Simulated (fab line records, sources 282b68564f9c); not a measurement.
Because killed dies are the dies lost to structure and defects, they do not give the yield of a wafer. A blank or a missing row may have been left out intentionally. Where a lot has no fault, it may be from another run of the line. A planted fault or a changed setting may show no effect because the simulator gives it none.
fab line records	flow ritCmos
record lots=13	wafers=39	lastDay=7
route steps=202 shown WELLDRIVE@50 NWELL@51 PWELL@52 M1@202
lots with no fault: from the same line, run without faults
startH: hours from the record's opening day to when the first of the lot's shown wafers began	waitH: hours from the lot's prior step to this one	" same as the row above	L1.1+2: one row covering several wafers at once	- value missing, or start not given	* or withheld: withheld	< > ~ a bound
route shown NAME@n: names a module that has steps shown in the file, with the first one's number in the route	usual: mean/standard deviation of fault-free wafers	same: alike in all rows	chamber/n: place in a boat	sites: each site's reading	_std_site: the values' standard deviation	_edge_site: the outer-site mean with the inner-site mean subtracted	radiusMm: how far each site lies from the wafer's centre	mask NAME#n: copy n	behind: the most recent tool/chamber to have shaped the wafer	hold: cause of the lot's hold/its duration in hours/its outcome	device: the transistor (n, p or np) that didn't switch	end of line: the route-end tests of the same wafers	a step given without rows: its recipe and nothing more	killed: the dies lost at the first sort to structure and to defects; this is not the yield of the wafer	map: the dies of a wafer, with x for killed, . for not killed, _ for no die there
set.NAME: the setting the step ran with; set.NAME@STEP: the setting that earlier step ran with	model.NAME: the simulator's own value behind a step, which no gauge read
one table for each step of the route and one row for each wafer, over a sample of lots
services: from which hour (startH, from the record's first day; less than 0 if before it) a tool's chamber was out of use, for how many hours, and why
## steps
# step RIT_WELLDRIVE_ANNEAL_00
# recipe tempC=1100	timeS=14700	ambient=N2
# usual runLengthS=18271/4.3	spikeTcSourceC=1125/3.4	tubeCenterTempC=1100/0.097
lot.wafer	tool	chamber	startH	waitH	runLengthS	spikeTcSourceC	tubeCenterTempC
L114.3	furnace-04	0	24.01	0.8	18275	1128	1100.1
L114.4	"	0	"	"	18275	1128	1099.9
L114.6	"	0	"	"	18275	1126	1099.8
L115.1	furnace-01	0	28.49	0.1	18272	1126	1100
L115.4	"	0	"	"	18272	1124	1100.1
L115.5	"	0	"	"	18272	1125	1100.1
L116.3	furnace-02	0	32.53	0.0	18268	1122	1100
L116.5	"	0	"	"	18268	1120	1100
L116.6	"	0	"	"	18268	1119	1100
L117.1	furnace-04	0	37.79	0.1	18273	1128	1099.9
L117.2	"	0	"	"	18273	1128	1100
L117.5	"	0	"	"	18273	1127	1100
L118.2	furnace-04	0	43.12	0.5	18275	1126	1100
L118.3	"	0	"	"	18275	1126	1100
L118.4	"	0	"	"	18275	1128	1100
L120.2	furnace-01	0	53.67	0.7	18275	1126	1099.9
L120.4	"	0	"	"	18275	1127	1100
L120.6	"	0	"	"	18275	1125	1100
L122.1	furnace-02	0	62.50	0.1	18277	1120	1099.9
L122.2	"	0	"	"	18277	1121	1100.2
L122.5	"	0	"	"	18277	1120	1099.9
L123.1	furnace-02	0	68.16	0.1	18270	1120	1100
L123.2	"	0	"	"	18270	1119	1099.8
L123.5	"	0	"	"	18270	1121	1100.1
L125.2	furnace-01	0	79.48	0.7	18273	1125	1100
L125.4	"	0	"	"	18273	1125	1099.8
L125.6	"	0	"	"	18273	1125	1100.3
L127.2	furnace-01	0	92.24	3.6	12395	1128	1100
L127.3	"	0	"	"	12395	1126	1099.8
L127.4	"	0	"	"	12395	1126	1100.1
L128.3	furnace-02	0	94.66	0.4	18269	1121	1100
L128.4	"	0	"	"	18269	1120	1100.2
L128.5	"	0	"	"	18269	1119	1100.1
L131.3	furnace-02	0	109.54	0.0	18274	1120	1100
L131.4	"	0	"	"	18274	1119	1100
L131.6	"	0	"	"	18274	1119	1100
L136.2	furnace-04	0	133.23	0.0	18271	1128	1100.1
L136.5	"	0	"	"	18271	1130	1100
L136.6	"	0	"	"	18271	1126	1100
# step RIT_WELLDRIVE_RS_MEAS_01
# recipe thkMeasGauge=four-point-probe
# usual NWELL_RS=275.6/0.79
lot.wafer	tool	chamber	startH	waitH	NWELL_RS[ohm/sq]
L114.3	filmMetro-04	-	29.14	0.0	275.4
L114.4	"	-	"	"	274.6
L114.6	"	-	"	"	275.4
L115.1	filmMetro-03	-	33.57	0.0	274.3
L115.4	"	-	"	"	274.5
L115.5	"	-	"	"	274.5
L116.3	filmMetro-04	-	37.65	0.0	276.4
L116.5	"	-	"	"	275.9
L116.6	"	-	"	"	275.2
L117.1	filmMetro-04	-	42.87	0.0	275.4
L117.2	"	-	"	"	275.5
L117.5	"	-	"	"	274.7
L118.2	filmMetro-03	-	48.23	0.0	276.4
L118.3	"	-	"	"	276.6
L118.4	"	-	"	"	276.3
L120.2	filmMetro-04	-	58.77	0.0	275.7
L120.4	"	-	"	"	274.2
L120.6	"	-	"	"	275.9
L122.1	filmMetro-03	-	67.58	0.0	274.3
L122.2	"	-	"	"	274.2
L122.5	"	-	"	"	274.7
L123.1	filmMetro-04	-	73.25	0.0	275.3
L123.2	"	-	"	"	275.0
L123.5	"	-	"	"	275.0
L125.2	filmMetro-01	-	84.58	0.0	275.4
L125.4	"	-	"	"	275.6
L125.6	"	-	"	"	275.5
L127.2	filmMetro-04	-	97.34	1.7	300.5
L127.3	"	-	"	"	301.3
L127.4	"	-	"	"	300.2
L128.3	filmMetro-01	-	99.78	0.0	276.8
L128.4	"	-	"	"	276.2
L128.5	"	-	"	"	276.8
L131.3	filmMetro-04	-	114.66	0.0	275.2
L131.4	"	-	"	"	275.6
L131.6	"	-	"	"	276.9
L136.2	filmMetro-01	-	138.33	0.0	276.5
L136.5	"	-	"	"	276.9
L136.6	"	-	"	"	276.9
# step RIT_WELLDRIVE_RS_MEAS_02
# recipe thkMeasGauge=four-point-probe
# usual PWELL_RS=430.8/1.1
lot.wafer	tool	chamber	startH	waitH	PWELL_RS[ohm/sq]
L114.3	filmMetro-04	-	29.26	0.1	431.7
L114.4	"	-	"	"	430.8
L114.6	"	-	"	"	430.5
L115.1	filmMetro-03	-	33.69	0.1	430.0
L115.4	"	-	"	"	429.7
L115.5	"	-	"	"	429.1
L116.3	filmMetro-04	-	37.77	0.1	432.1
L116.5	"	-	"	"	431.5
L116.6	"	-	"	"	432.4
L117.1	filmMetro-04	-	42.99	0.1	431.1
L117.2	"	-	"	"	432.6
L117.5	"	-	"	"	431.9
L118.2	filmMetro-03	-	48.35	0.1	432.4
L118.3	"	-	"	"	430.3
L118.4	"	-	"	"	431.7
L120.2	filmMetro-04	-	58.89	0.1	430.4
L120.4	"	-	"	"	431.5
L120.6	"	-	"	"	430.2
L122.1	filmMetro-03	-	67.70	0.1	430.2
L122.2	"	-	"	"	429.3
L122.5	"	-	"	"	430.6
L123.1	filmMetro-04	-	73.37	0.1	429.5
L123.2	"	-	"	"	429.6
L123.5	"	-	"	"	428.5
L125.2	filmMetro-01	-	84.70	0.1	430.8
L125.4	"	-	"	"	431.7
L125.6	"	-	"	"	431.6
L127.2	filmMetro-04	-	97.46	0.1	457.3
L127.3	"	-	"	"	456.7
L127.4	"	-	"	"	457.5
L128.3	filmMetro-01	-	99.90	0.1	432.0
L128.4	"	-	"	"	432.4
L128.5	"	-	"	"	432.1
L131.3	filmMetro-04	-	114.78	0.1	432.4
L131.4	"	-	"	"	430.7
L131.6	"	-	"	"	431.9
L136.2	filmMetro-01	-	138.45	0.1	431.6
L136.5	"	-	"	"	429.7
L136.6	"	-	"	"	431.1
# step RIT_M1_PROBE_99
# usual killed_at_M0_to_M3=0.0/0.083	killedAtContacts=0.1/0.36	killedAtFrontEnd=7.2/2.9	killedDies=7.4/2.9	killedOnRim=2.0/1.5	killedOpen=3.8/2	killedShort=3.5/2
# same grossDies=264	killed_at_M4_up=0	killedAtBackSide=0	killedAtOther=0
lot.wafer	tool	chamber	startH	waitH	killed_at_M0_to_M3	killedAtContacts	killedAtFrontEnd	killedDies	killedOnRim	killedOpen	killedShort
L120.2	prober-02	-	88.72	0.1	0	0	5	5	2	3	2
L120.4	prober-02	-	88.82	0.2	0	0	9	9	3	5	4
L120.6	prober-02	-	88.92	0.2	0	0	3	3	1	0	3
L122.1	prober-02	-	96.94	0.1	0	1	9	10	4	7	3
L122.2	prober-02	-	96.99	0.1	0	0	5	5	0	3	2
L122.5	prober-02	-	97.14	0.2	0	0	11	11	5	8	3
L123.1	prober-01	-	101.94	0.1	0	0	10	10	2	2	8
L123.2	prober-01	-	101.99	0.1	0	1	8	9	2	4	5
L123.5	prober-01	-	102.14	0.2	0	0	8	8	1	6	2
L125.2	prober-02	-	118.29	0.1	0	0	7	7	1	1	6
L125.4	prober-02	-	118.39	0.2	0	0	7	7	1	4	3
L125.6	prober-02	-	118.49	0.2	0	0	9	9	1	4	5
L136.2	prober-01	-	166.31	0.1	0	0	5	5	0	3	2
L136.5	prober-01	-	166.46	0.2	0	0	4	4	0	2	2
L136.6	prober-01	-	166.51	0.2	0	0	7	7	1	3	3
# killed by level:class
L120.2 FOX1:geometricParticle:short=1 FOX1:geometricParticle:open=1 GATE:geometricParticle:open=1 SILICIDE:geometricParticle:short=1 SILICIDE:geometricParticle:open=1
L120.4 FOX1:geometricParticle:short=2 REOX:geometricParticle:open=2 GATE:geometricParticle:open=1 REOX:geometricParticle:short=1 SPACER:geometricParticle:open=1 SILICIDE:geometricParticle:open=1 SILICIDE:geometricParticle:short=1
L120.6 FOX1:geometricParticle:short=2 GATE:geometricParticle:short=1
L122.1 GATE:geometricParticle:open=3 GATE:geometricParticle:short=2 REOX:geometricParticle:open=2 FOX1:geometricParticle:short=1 SPACER:geometricParticle:open=1 CONTACT:geometricParticle:open=1
L122.2 FOX2:geometricParticle:open=1 FOX2:geometricParticle:short=1 GATE:geometricParticle:short=1 SPACER:geometricParticle:open=1 SILICIDE:geometricParticle:open=1
L122.5 FOX1:geometricParticle:open=3 GATE:geometricParticle:open=3 SPACER:geometricParticle:open=2 FOX1:geometricParticle:short=1 GATE:geometricParticle:short=1 REOX:geometricParticle:short=1
L123.1 SPACER:geometricParticle:short=3 FOX1:geometricParticle:short=2 ACTIVE:geometricParticle:short=1 GATE:geometricParticle:open=1 GATE:geometricParticle:short=1 REOX:geometricParticle:short=1 SPACER:geometricParticle:open=1
L123.2 GATE:geometricParticle:open=3 GATE:geometricParticle:short=2 FOX1:geometricParticle:short=1 REOX:geometricParticle:short=1 SILICIDE:geometricParticle:open=1 CONTACT:geometricParticle:short=1
L123.5 GATE:geometricParticle:open=2 GATE:geometricParticle:short=2 REOX:geometricParticle:open=2 FOX2:geometricParticle:open=1 SPACER:geometricParticle:open=1
L125.2 GATE:geometricParticle:short=2 SILICIDE:geometricParticle:short=2 FOX1:geometricParticle:short=1 GATE:geometricParticle:open=1 SPACER:geometricParticle:short=1
L125.4 FOX1:geometricParticle:short=1 FOX1:geometricParticle:open=1 GATE:geometricParticle:short=1 GATE:geometricParticle:open=1 REOX:geometricParticle:open=1 SPACER:geometricParticle:open=1 SPACER:geometricParticle:short=1
L125.6 GATE:geometricParticle:short=3 FOX2:geometricParticle:open=1 FOX2:geometricParticle:short=1 GATE:geometricParticle:open=1 REOX:geometricParticle:open=1 SPACER:geometricParticle:short=1 SPACER:geometricParticle:open=1
L136.2 GATE:geometricParticle:open=2 GATE:geometricParticle:short=1 SPACER:geometricParticle:short=1 SILICIDE:geometricParticle:open=1
L136.5 FOX1:geometricParticle:open=1 FOX1:geometricParticle:short=1 GATE:geometricParticle:open=1 SILICIDE:geometricParticle:short=1
L136.6 GATE:geometricParticle:open=2 FOX1:geometricParticle:open=1 FOX1:geometricParticle:short=1 FOX2:geometricParticle:short=1 REOX:geometricParticle:short=1 PWELL:coatMicrobubblePrinted=1
## services
tool	chamber	startH	hours	kind
furnace-01	-	8.32	4.2	pm
furnace-04	-	68.48	2.6	pm
## key
firstSign step=RIT_WELLDRIVE_ANNEAL_00	reading=runLengthS	direction=down	sigmas=99+	usual=*	struck=*
effect step=RIT_WELLDRIVE_RS_MEAS_01	reading=NWELL_RS	direction=up	sigmas=32	usual=275.6	struck=300.7
effect step=RIT_WELLDRIVE_RS_MEAS_02	reading=PWELL_RS	direction=up	sigmas=24	usual=430.8	struck=457.2
metAt RIT_WELLDRIVE_ANNEAL_00
struckLots L127
testerLeftOut L127
onsetBetween 79.48 92.24
fault kind=processParameterDrift	tool=furnace-01	chamber=-	onsetH=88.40	steps=RIT_WELLDRIVE_ANNEAL_00	channel=timeS	offset=*	shape=step	endH=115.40	actsIn=*	stated=*
# testerLeftOut: of these lots the tester's yield and bins aren't shown, on N5 and GAA mostly nor the transistor test; their killed dies are dies lost to structure and defects alone, not to doping, threshold or leakage, so they don't give the yield
